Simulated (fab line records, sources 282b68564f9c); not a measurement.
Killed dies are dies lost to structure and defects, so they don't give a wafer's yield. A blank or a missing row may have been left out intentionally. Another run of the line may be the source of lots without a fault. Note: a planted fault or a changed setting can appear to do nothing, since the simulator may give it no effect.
Matching of chambers    flow rit cmos    4 sister chambers for RIT_GATE_ETCH_19 on rie si-01
The step etches poly-Si in SF6/CHF3/O2, stops on SiO2, time 168.1 s, target depth 312.5 nm. 8 wafers are shown with their chamber, then 8 later ones without.

## EACH WAFER AND ITS CHAMBER
wafer   chamber  drypump motor current A (A)  throttle valve pct (%)
L239.6  2        5.7                          10.47
L243.6  3        5.1                          10.27
L245.4  1        6.2                          10.17
L245.5  3        5.1                          10.28
L247.1  1        6.3                          10.20
L247.4  0        5.7                          10.13
L247.6  2        5.7                          10.47
L250.1  0        5.7                          10.12

## WAFERS WHOSE CHAMBER IS MISSING
wafer   drypump motor current A (A)  throttle valve pct (%)
L250.2  6.3                          10.18
L250.5  6.2                          10.18
L253.2  5.1                          10.28
L253.5  5.7                          10.13
L253.6  5.1                          10.29
L260.2  5.7                          10.13
L260.5  5.1                          10.28
L260.6  5.7                          10.47

## CHAMBER TAKEN BY EACH
wafer   from the rows above  in truth
L250.2  1                    1
L250.5  1                    1
L253.2  3                    3
L253.5  0                    0
L253.6  3                    3
L260.2  0                    0
L260.5  3                    3
L260.6  2                    2
8 of 8 placed correctly. Left unplaced by these rows: 0. Wrongly placed: 0.
How it was worked out, from the rows above alone: a wafer's distance from a chamber is the root of the sum, over the readings, of the square of ((its reading less the chamber's mean) divided by the reading's scatter). If the next closest chamber is less than 2 further off than the closest, the wafer can't be placed; otherwise it belongs to the closest. Each chamber's mean is taken over the wafers shown for it. The scatter: take each reading less its chamber's mean, square it, sum over the shown wafers, divide by the number of wafers less the number of chambers, and take the root.
